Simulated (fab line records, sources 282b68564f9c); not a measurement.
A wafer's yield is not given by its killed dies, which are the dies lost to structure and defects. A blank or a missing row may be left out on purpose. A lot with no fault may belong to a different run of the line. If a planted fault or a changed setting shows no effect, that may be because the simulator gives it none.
fab line records    flow rit_cmos
record lots=5  wafers=15  last_day=7
route steps=202 shown CONTACT@172 M1@184
lots untouched by any fault: they come from a run of this same line in which no faults occurred
start_h: hours from the record's first day to the start of the lot's first wafer shown    wait_h: hours elapsed since this lot's preceding step    " identical to the entry in the row above    L1.1+2: one row covering several wafers at once    - no value, or no start was given    * or withheld: withheld    < > ~ a bound
route shown NAME@n: NAME is a module with steps in the file, n the number in the route of the first one    usual: mean/standard deviation of fault-free wafers    same: alike in all rows    chamber/n: place in a boat    sites: readings site by site    _std_site: their standard deviation    _edge_site: outer sites' mean less inner sites'    radius_mm: how far each site lies from the wafer's centre    mask NAME#n: copy n    behind: tool/chamber where the wafer was last shaped    hold: reason for holding the lot/hours on hold/outcome of the hold    device: which transistor (n, p or np) failed to switch    end of line: at the end of the route, the tests of the same wafers    for a step that has no rows: nothing shown but its recipe    killed: count of dies lost to structure and defects at first sort (not the wafer's yield)    map: dies across one wafer; x = killed, . = not, _ = none there
set.NAME: the setting that was run; set.NAME@STEP: the one run at that earlier step    model.NAME: the simulator's own value behind a step, which no gauge read
lots seen at some steps along the route; tables by step, rows by wafer
services: from which hour (start_h, from the record's first day; less than 0 if before it) a tool's chamber was out of use, for how many hours, and why
## steps
# step RIT_CONTACT_SOFTBAKE_04
# recipe resist=NOVOLAK  temp_c=90  time_s=60
# step RIT_CONTACT_EXPOSE_05
# recipe mask_id=M11  na=0.6  source_shape=conventional  sigma_outer=0.5  target_cd_nm=1000  dose_mj=250
# step RIT_CONTACT_PEB_06
# recipe resist=NOVOLAK  temp_c=withheld  time_s=withheld
# step RIT_CONTACT_DEVELOP_07
# recipe resist=NOVOLAK  develop_time_s=120  dev_temp_c=23
# step RIT_CONTACT_CD_MEAS_08
# recipe target_cd_nm=1000
# usual cd_nm=1000.3/2.2
lot.wafer  tool       chamber  start_h  wait_h  cd_nm
L445.3     cd_sem-02  -        89.46    -       997.8
L445.4     "          -        "        "       995.5
L445.6     "          -        "        "       999.0
L451.2     cd_sem-01  -        128.41   -       1004.5
L451.3     "          -        "        "       1005.0
L451.6     "          -        "        "       1002.7
L452.1     cd_sem-01  -        132.40   -       1000.9
L452.4     "          -        "        "       1000.6
L452.6     "          -        "        "       999.6
L460.1     cd_sem-02  -        163.15   -       999.4
L460.2     "          -        "        "       998.6
L460.3     "          -        "        "       999.4
L461.1     cd_sem-01  -        167.53   -       995.8
L461.3     "          -        "        "       996.5
L461.4     "          -        "        "       997.7
# step RIT_CONTACT_OVL_MEAS_09
# usual CONTACT_OVL=-0.2/1.4
lot.wafer  tool        chamber  start_h  wait_h  CONTACT_OVL[nm]
L445.3     overlay-01  -        89.55    0.1     0.5
L445.4     "           -        "        "       -0.9
L445.6     "           -        "        "       0.0
L451.2     overlay-02  -        128.52   0.1     -0.3
L451.3     "           -        "        "       1.1
L451.6     "           -        "        "       -1.2
L452.1     overlay-02  -        132.52   0.1     -1.1
L452.4     "           -        "        "       -1.5
L452.6     "           -        "        "       -2.9
L460.1     overlay-01  -        163.27   0.1     -1.4
L460.2     "           -        "        "       -1.3
L460.3     "           -        "        "       -1.1
L461.1     overlay-02  -        167.65   0.1     1.2
L461.3     "           -        "        "       2.5
L461.4     "           -        "        "       2.9
# step RIT_CONTACT_HARDBAKE_10
# recipe resist=NOVOLAK  temp_c=140  time_s=60
# step RIT_CONTACT_ETCH_11
# recipe target_depth_a=4800  over_etch_frac=0.2  stop_on=TiSi2  chemistry=CHF3/CF4/Ar  target=SiO2  CHF3_flow_sccm=50  cf4_flow_sccm=10  Ar_flow_sccm=100  O2_flow_sccm=5  pressure_mtorr=100  rf_w=200  time_s=320
# usual O2_flow_sccm=5.001/0.015  drypump_motor_current_A=5.8/0.39  mfc_ar_sccm=100.0/0.34  oes_product_au=0.992/0.014  throttle_valve_pct=8.77/0.14
# same over_etch_frac=0.2
lot.wafer  tool         chamber  start_h  wait_h  O2_flow_sccm  drypump_motor_current_A  mfc_ar_sccm  oes_product_au  rf_hours_counter_h  throttle_valve_pct
L445.3     rie_diel-04  2        89.72    0.1     5.027         5.7                      100.6        0.987           8                   8.58
L445.4     "            3        "        "       4.992         6.5                      99.9         0.994           121                 8.85
L445.6     "            1        "        "       4.980         5.9                      99.8         0.986           -                   8.78
L451.2     rie_diel-01  2        128.70   0.1     5.010         5.8                      100.9        0.998           71                  9.09
L451.3     "            3        "        "       5.013         5.4                      100.1        0.979           94                  8.95
L451.6     "            3        "        "       5.021         5.5                      100.0        0.972           -                   8.94
L452.1     rie_diel-02  3        132.70   0.1     5.015         5.6                      100.3        0.989           4                   8.63
L452.4     "            0        "        "       5.008         5.5                      99.8         0.981           38                  8.66
L452.6     "            3        "        "       5.018         5.7                      99.9         0.994           -                   8.63
L460.1     rie_diel-04  3        163.46   0.1     4.996         6.5                      100.1        1.002           123                 8.83
L460.2     "            1        "        "       5.021         6.0                      99.7         0.992           25                  8.80
L460.3     "            0        "        "       5.017         5.2                      99.9         0.985           27                  8.94
L461.1     rie_diel-02  2        167.84   0.1     5.003         6.6                      100.3        1.012           126                 8.70
L461.3     "            1        "        "       5.009         5.8                      100.0        1.002           4                   8.89
L461.4     "            2        "        "       4.993         6.6                      100.4        1.024           -                   8.69
# step RIT_CONTACT_STRIP_12
# recipe chemistry=O2  time_s=180  resist=NOVOLAK  platen_temp_c=withheld  power_w=500  pressure_mtorr=4000  o2_flow_sccm=4000
# usual drypump_motor_current_A=5.8/0.34
lot.wafer  tool             chamber  start_h  wait_h  drypump_motor_current_A  rf_hours_counter_h
L445.3     plasma_asher-04  1        89.97    0.2     6.3                      -
L445.4     "                0        "        "       5.8                      -
L445.6     "                1        "        "       6.3                      -
L451.2     plasma_asher-01  0        128.89   0.1     5.6                      48
L451.3     "                1        "        "       5.9                      -
L451.6     "                1        "        "       5.9                      -
L452.1     plasma_asher-01  0        132.90   0.1     5.6                      49
L452.4     "                0        "        "       5.6                      -
L452.6     "                0        "        "       5.6                      -
L460.1     plasma_asher-01  0        163.65   0.1     5.6                      53
L460.2     "                1        "        "       5.9                      53
L460.3     "                0        "        "       5.6                      -
L461.1     plasma_asher-01  1        168.03   0.1     5.9                      54
L461.3     "                0        "        "       5.5                      -
L461.4     "                1        "        "       5.8                      -
# step RIT_CONTACT_CD_MEAS_90
# recipe target_cd_nm=1000
# usual cd_nm=1000.3/2.2
lot.wafer  tool       chamber  start_h  wait_h  cd_nm
L445.3     cd_sem-01  -        90.13    0.1     997.4
L445.4     "          -        "        "       995.5
L445.6     "          -        "        "       999.0
L451.2     cd_sem-01  -        129.09   0.1     1004.6
L451.3     "          -        "        "       1004.7
L451.6     "          -        "        "       1002.6
L452.1     cd_sem-02  -        133.07   0.1     1000.8
L452.4     "          -        "        "       1000.8
L452.6     "          -        "        "       998.4
L460.1     cd_sem-01  -        163.83   0.1     999.2
L460.2     "          -        "        "       999.0
L460.3     "          -        "        "       999.8
L461.1     cd_sem-01  -        168.21   0.1     996.5
L461.3     "          -        "        "       996.7
L461.4     "          -        "        "       997.7
# step RIT_CONTACT_CLEAN_13
# recipe chemistry=SC1  mix=3:3:50  time_s=600  temp_c=75
# step RIT_CONTACT_CLEAN_14
# recipe chemistry=SC2  mix=3:3:50  time_s=600  temp_c=75  dry=n2_spin
# step RIT_M1_SPUTTER_00
# recipe material=Al  target_thk_nm=400  power_w=2000  chamber_pressure_pa=0.4  gas=Ar  time_s=500  substrate_temp_c=25
# usual chamber_pressure_pa=0.4001/0.00084  throttle_valve_pct=30.0/1.5
lot.wafer  tool            chamber  start_h  wait_h  chamber_pressure_pa  throttle_valve_pct  model.Al_of_M1_SPUTTER_00.thk_nm
L445.3     pvd_sputter-01  -        90.56    0.0     0.4013               29.9                400.5
L445.4     "               -        "        "       0.4015               29.1                399.3
L445.6     "               -        "        "       0.4010               32.0                396
L451.2     pvd_sputter-04  -        129.54   0.0     0.4011               29.7                406.7
L451.3     "               -        "        "       0.3992               28.2                407.7
L451.6     "               -        "        "       0.4009               29.8                404.5
L452.1     pvd_sputter-03  -        133.54   0.0     0.3985               31.2                395.1
L452.4     "               -        "        "       0.4008               32.7                396
L452.6     "               -        "        "       0.3988               27.4                399.5
L460.1     pvd_sputter-03  -        164.30   0.0     0.3997               29.2                400.3
L460.2     "               -        "        "       0.4013               32.5                272.1
L460.3     "               -        "        "       0.4000               27.8                404.3
L461.1     pvd_sputter-04  -        168.68   0.0     0.4008               29.7                396.7
L461.3     "               -        "        "       0.4010               30.1                399.1
L461.4     "               -        "        "       0.4006               31.7                396.2
# step RIT_M1_RS_MEAS_01
# recipe thk_meas_gauge=four-point-probe  reads=Al_of_M1_SPUTTER_00
# usual M1_AL_RS=0.0735/0.0008
lot.wafer  tool           chamber  start_h  wait_h  M1_AL_RS[ohm/sq]
L445.3     film_metro-04  -        90.90    0.2     0.0733
L445.4     "              -        "        "       0.0736
L445.6     "              -        "        "       0.0742
L451.2     film_metro-03  -        129.85   0.2     0.0724
L451.3     "              -        "        "       0.0721
L451.6     "              -        "        "       0.0727
L452.1     film_metro-03  -        133.84   0.1     0.0745
L452.4     "              -        "        "       0.0741
L452.6     "              -        "        "       0.0735
L460.1     film_metro-01  -        164.59   0.1     0.0734
L460.2     "              -        "        "       0.1091
L460.3     "              -        "        "       0.0726
L461.1     film_metro-03  -        168.97   0.1     0.0741
L461.3     "              -        "        "       0.0738
L461.4     "              -        "        "       0.0742
# step RIT_M1_THK_MEAS_02
# recipe thk_meas_gauge=xrf  reads=Al_of_M1_SPUTTER_00
# usual M1_AL_THK=399/4.6
lot.wafer  tool           chamber  start_h  wait_h  M1_AL_THK[nm]
L445.3     film_metro-04  -        91.00    0.1     398
L445.4     "              -        "        "       399
L445.6     "              -        "        "       397
L451.2     film_metro-03  -        129.96   0.1     407
L451.3     "              -        "        "       407
L451.6     "              -        "        "       406
L452.1     film_metro-03  -        133.96   0.1     397
L452.4     "              -        "        "       397
L452.6     "              -        "        "       399
L460.1     film_metro-01  -        164.71   0.1     400
L460.2     "              -        "        "       271
L460.3     "              -        "        "       401
L461.1     film_metro-03  -        169.09   0.1     397
L461.3     "              -        "        "       398
L461.4     "              -        "        "       394
# step RIT_M1_HMDS_03
# recipe prime_time_s=60  prime_temp_c=140
# step RIT_M1_COAT_04
# recipe resist=NOVOLAK  spin_rpm=2000  resist_thk_nm=1300
# step RIT_M1_SOFTBAKE_05
# recipe resist=NOVOLAK  temp_c=90  time_s=60
# step RIT_M1_EXPOSE_06
# recipe mask_id=M12  na=0.6  source_shape=conventional  sigma_outer=0.5  target_cd_nm=2600  dose_mj=250
# step RIT_M1_PEB_07
# recipe resist=NOVOLAK  temp_c=withheld  time_s=withheld
# step RIT_M1_DEVELOP_08
# recipe resist=NOVOLAK  develop_time_s=68  dev_temp_c=23
# step RIT_M1_CD_MEAS_09
# recipe target_cd_nm=2600
# usual cd_nm=2599.1/2.1
lot.wafer  tool       chamber  start_h  wait_h  cd_nm
L445.3     cd_sem-02  -        91.96    -       2600.7
L445.4     "          -        "        "       2600.2
L445.6     "          -        "        "       2601.9
L451.2     cd_sem-01  -        131.04   -       2602.4
L451.3     "          -        "        "       2601.3
L451.6     "          -        "        "       2602.7
L452.1     cd_sem-01  -        134.91   -       2600.9
L452.4     "          -        "        "       2602.0
L452.6     "          -        "        "       2598.9
L460.1     cd_sem-01  -        165.65   -       2599.0
L460.2     "          -        "        "       2598.6
L460.3     "          -        "        "       2597.3
L461.1     cd_sem-02  -        170.28   -       2597.5
L461.3     "          -        "        "       2598.3
L461.4     "          -        "        "       2598.2
# step RIT_M1_OVL_MEAS_10
# usual M1_OVL=-0.3/1.3
lot.wafer  tool        chamber  start_h  wait_h  M1_OVL[nm]
L445.3     overlay-01  -        92.05    0.1     0.0
L445.4     "           -        "        "       2.0
L445.6     "           -        "        "       0.5
L451.2     overlay-01  -        131.14   0.1     0.2
L451.3     "           -        "        "       -1.3
L451.6     "           -        "        "       -0.8
L452.1     overlay-02  -        135.03   0.1     -2.3
L452.4     "           -        "        "       -0.4
L452.6     "           -        "        "       -1.0
L460.1     overlay-01  -        165.77   0.1     -0.7
L460.2     "           -        "        "       -1.2
L460.3     "           -        "        "       -1.5
L461.1     overlay-02  -        170.40   0.1     0.7
L461.3     "           -        "        "       0.1
L461.4     "           -        "        "       1.5
# step RIT_M1_HARDBAKE_11
# recipe resist=NOVOLAK  temp_c=140  time_s=120
# step RIT_M1_METAL_ETCH_12
# recipe stop_on=SiO2  chemistry=Cl2/BCl3  target=Al  time_s=165  over_etch_frac=0.5  pressure_mtorr=100  target_depth_a=6000  rf_w=250  Cl2_flow_sccm=60  bcl3_flow_sccm=50
# usual drypump_motor_current_A=5.6/0.47  oes_product_au=0.779/0.012  throttle_valve_pct=8.21/0.11
# same over_etch_frac=0.5
lot.wafer  tool          chamber  start_h  wait_h  drypump_motor_current_A  oes_product_au  rf_hours_counter_h  throttle_valve_pct
L445.3     rie_metal-02  1        92.38    0.2     5.0                      0.781           -                   8.39
L445.4     "             0        "        "       5.7                      0.752           -                   8.26
L445.6     "             0        "        "       5.7                      0.752           -                   8.28
L451.2     rie_metal-02  0        131.72   0.2     5.7                      0.768           34                  8.27
L451.3     "             1        "        "       4.9                      0.788           -                   8.40
L451.6     "             1        "        "       5.0                      0.787           -                   8.39
L452.1     rie_metal-03  1        135.32   0.2     6.5                      0.770           3                   8.16
L452.4     "             1        "        "       6.5                      0.784           -                   8.19
L452.6     "             0        "        "       5.4                      0.797           -                   8.13
L460.1     rie_metal-01  1        166.06   0.2     5.7                      0.780           5                   8.28
L460.2     "             0        "        "       5.4                      0.632           5                   8.10
L460.3     "             0        "        "       5.4                      0.781           -                   8.08
L461.1     rie_metal-02  0        170.69   0.2     5.7                      0.781           0                   8.27
L461.3     "             1        "        "       5.0                      0.769           -                   8.40
L461.4     "             0        "        "       5.7                      0.778           -                   8.27
# step RIT_M1_STRIP_13
# recipe chemistry=nmp  resist=NOVOLAK  temp_c=80  time_s=600  dry=n2_spin
# step RIT_M1_PROBE_99
# usual defect_limited_yield=97.5/1.2  killed_at_contacts=0.1/0.23  killed_at_front_end=7/3  killed_dies=7/3.1  killed_on_rim=1.9/1.5  killed_open=3.3/2.1  killed_short=3.3/2  sort_bin_3_pad_short=0.1/0.22  sort_bin_5_function=1.4/0.8  sort_bin_6_memory=1.0/0.65  sort_n_pass=257/3.1  sort_yield_pct=97.5/1.2
# same gross_dies=264  killed_at_M0_to_M3=0  killed_at_M4_up=0  killed_at_back_side=0  killed_at_other=0
lot.wafer  tool       chamber  start_h  wait_h  defect_limited_yield[%]  killed_at_contacts  killed_at_front_end  killed_dies  killed_on_rim  killed_open  killed_short  sort_bin_3_pad_short[%]  sort_bin_5_function[%]  sort_bin_6_memory[%]  sort_n_pass  sort_yield_pct[%]  model.etest.m1.rs_ohm_sq  model.etest.antenna_m1.vt_shift_v
L445.3     prober-01  -        95.22    0.2     98.5                     0                   4                    4            1              2            2             0                        1.1                     0.4                   260          98.5               0.07273                   -0.01434
L445.4     prober-01  -        95.27    0.2     98.1                     0                   5                    5            0              2            3             0.8                      0                       1.1                   259          98.1               0.07261                   -0.01485
L445.6     prober-01  -        95.37    0.2     97.3                     0                   7                    7            2              4            3             0                        1.5                     1.1                   257          97.3               0.07304                   -0.01509
L451.2     prober-01  -        134.02   0.1     98.1                     0                   5                    5            0              3            2             0                        1.5                     0.4                   259          98.1               0.0711                    -0.01253
L451.3     prober-01  -        134.07   0.2     96.6                     0                   9                    9            4              2            7             0.4                      1.1                     1.9                   255          96.6               0.07169                   -0.008302
L451.6     prober-01  -        134.22   0.2     97.7                     0                   6                    6            2              5            1             0                        1.1                     1.1                   258          97.7               0.07198                   -0.01069
L452.1     prober-02  -        137.57   0.1     98.5                     0                   4                    4            1              2            2             0                        1.1                     0.4                   260          98.5               0.07317                   -0.01385
L452.4     prober-02  -        137.72   0.2     97.0                     0                   8                    8            2              1            7             0                        1.5                     1.5                   256          97.0               0.07312                   -0.01249
L452.6     prober-02  -        137.82   0.2     98.1                     0                   5                    5            2              1            4             0                        0.8                     1.1                   259          98.1               0.07277                   -0.009669
L460.1     prober-02  -        169.81   0.1     95.5                     1                   11                   12           2              9            3             0                        2.7                     1.9                   252          95.5               0.07249                   -0.01003
L460.2     prober-02  -        169.86   0.1     97.0                     0                   8                    8            2              2            6             0                        1.9                     1.1                   256          97.0               0.1062                    -0.02102
L460.3     prober-02  -        169.91   0.2     95.1                     1                   12                   13           3              9            4             0                        2.3                     2.7                   251          95.1               0.07171                   -0.01325
L461.1     prober-01  -        172.94   0.1     98.1                     0                   5                    5            2              1            4             0.4                      1.5                     0                     259          98.1               0.07314                   -0.01032
L461.3     prober-01  -        173.04   0.2     97.3                     0                   7                    7            1              4            3             0                        1.5                     1.1                   257          97.3               0.07273                   -0.009843
L461.4     prober-01  -        173.09   0.2     97.0                     0                   8                    8            3              5            3             0.4                      1.1                     1.5                   256          97.0               0.07325                   -0.01042
# killed by level:class
L445.3 ACTIVE:geometric_particle:open=1 FOX1:geometric_particle:open=1 FOX1:geometric_particle:short=1 GATE:geometric_particle:short=1
L445.4 GATE:geometric_particle:short=2 FOX2:geometric_particle:open=1 REOX:geometric_particle:short=1 SILICIDE:geometric_particle:open=1
L445.6 GATE:geometric_particle:open=3 GATE:geometric_particle:short=1 SPACER:geometric_particle:short=1 SILICIDE:geometric_particle:open=1 SILICIDE:geometric_particle:short=1
L451.2 FOX1:geometric_particle:short=1 FOX2:geometric_particle:open=1 GATE:geometric_particle:short=1 GATE:geometric_particle:open=1 SPACER:geometric_particle:open=1
L451.3 GATE:geometric_particle:short=3 FOX2:geometric_particle:short=2 REOX:geometric_particle:open=2 FOX1:geometric_particle:short=1 SILICIDE:geometric_particle:short=1
L451.6 REOX:geometric_particle:open=3 FOX1:geometric_particle:open=1 FOX2:geometric_particle:short=1 FOX2:geometric_particle:open=1
L452.1 REOX:geometric_particle:open=2 FOX1:geometric_particle:short=1 SILICIDE:geometric_particle:short=1
L452.4 SPACER:geometric_particle:short=3 FOX1:geometric_particle:short=2 FOX1:geometric_particle:open=1 GATE:geometric_particle:short=1 REOX:geometric_particle:short=1
L452.6 GATE:geometric_particle:short=2 FOX1:geometric_particle:short=1 FOX2:geometric_particle:short=1 GATE:geometric_particle:open=1
L460.1 GATE:geometric_particle:open=7 REOX:geometric_particle:short=2 GATE:geometric_particle:short=1 REOX:geometric_particle:open=1 CONTACT:geometric_particle:open=1
L460.2 GATE:geometric_particle:short=3 SPACER:geometric_particle:open=2 FOX2:geometric_particle:short=1 REOX:geometric_particle:short=1 SPACER:geometric_particle:short=1
L460.3 REOX:geometric_particle:open=3 SILICIDE:geometric_particle:open=3 REOX:geometric_particle:short=2 SPACER:geometric_particle:open=2 GATE:geometric_particle:short=1 SPACER:geometric_particle:short=1 CONTACT:geometric_particle:open=1
L461.1 SILICIDE:geometric_particle:short=2 FOX1:geometric_particle:short=1 REOX:geometric_particle:open=1 SPACER:geometric_particle:short=1
L461.3 FOX1:geometric_particle:open=2 FOX1:geometric_particle:short=1 FOX2:geometric_particle:open=1 GATE:geometric_particle:short=1 REOX:geometric_particle:open=1 SPACER:geometric_particle:short=1
L461.4 GATE:geometric_particle:open=2 SPACER:geometric_particle:short=2 SILICIDE:geometric_particle:open=2 GATE:geometric_particle:short=1 REOX:geometric_particle:open=1
## services
tool             chamber  start_h  hours  kind
plasma_asher-04  -        71.89    1.8    repair
rie_diel-04      1        72.82    5.1    repair
rie_diel-02      -        94.44    2.3    repair
pvd_sputter-04   -        98.26    3.6    repair
plasma_asher-04  -        108.75   9.0    pm
plasma_asher-04  0        108.75   9.0    vent_cycle
plasma_asher-04  1        108.75   9.0    vent_cycle
rie_diel-02      3        116.31   9.5    repair
plasma_asher-04  0        117.75   -      clean
plasma_asher-04  1        117.75   -      clean
plasma_asher-04  -        126.51   5.2    repair
rie_metal-03     0        128.16   3.1    repair
rie_diel-04      0        134.61   20.5   repair
rie_diel-01      1        135.40   -      clean
rie_metal-02     -        136.12   20.0   pm
rie_metal-02     0        136.12   20.0   vent_cycle
rie_metal-02     1        136.12   20.0   vent_cycle
rie_diel-02      1        139.20   3.0    repair
rie_metal-01     -        143.87   0.9    repair
rie_diel-04      2        147.52   5.1    repair
rie_metal-02     -        154.96   0.6    repair
rie_metal-02     0        156.12   -      clean
rie_metal-02     1        156.12   -      clean
plasma_asher-04  -        157.55   14.6   pm
## key
first_sign step=RIT_M1_RS_MEAS_01  reading=M1_AL_RS  direction=up  sigmas=45  usual=0.0735  struck=0.1091
effect step=RIT_M1_THK_MEAS_02  reading=M1_AL_THK  direction=down  sigmas=28  usual=399  struck=271
effect step=RIT_M1_METAL_ETCH_12  reading=oes_product_au  direction=down  sigmas=13  usual=0.779  struck=0.632  through=control_loop
model_effect step=RIT_M1_SPUTTER_00  value=Al_of_M1_SPUTTER_00.thk_nm  without=401.9  struck=272.1
model_effect step=RIT_M1_PROBE_99  value=etest.m1.rs_ohm_sq  without=0.07183  struck=0.1062
met_at RIT_M1_SPUTTER_00
struck_wafers L460.2
loop_trim step=RIT_M1_EXPOSE_06  setting=dose  lots=L460
onset_between 133.54 164.30
fault kind=process_parameter_drift  tool=pvd_sputter-03  chamber=-  onset_h=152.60  steps=RIT_M1_SPUTTER_00  channel=target_thk_nm  offset=-129.79  shape=step  end_h=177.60  acts_in=these_recipes_only  stated=400  scope=struck_wafers_only
# loop_trim: a control loop set the setting to another value than it would have without faults
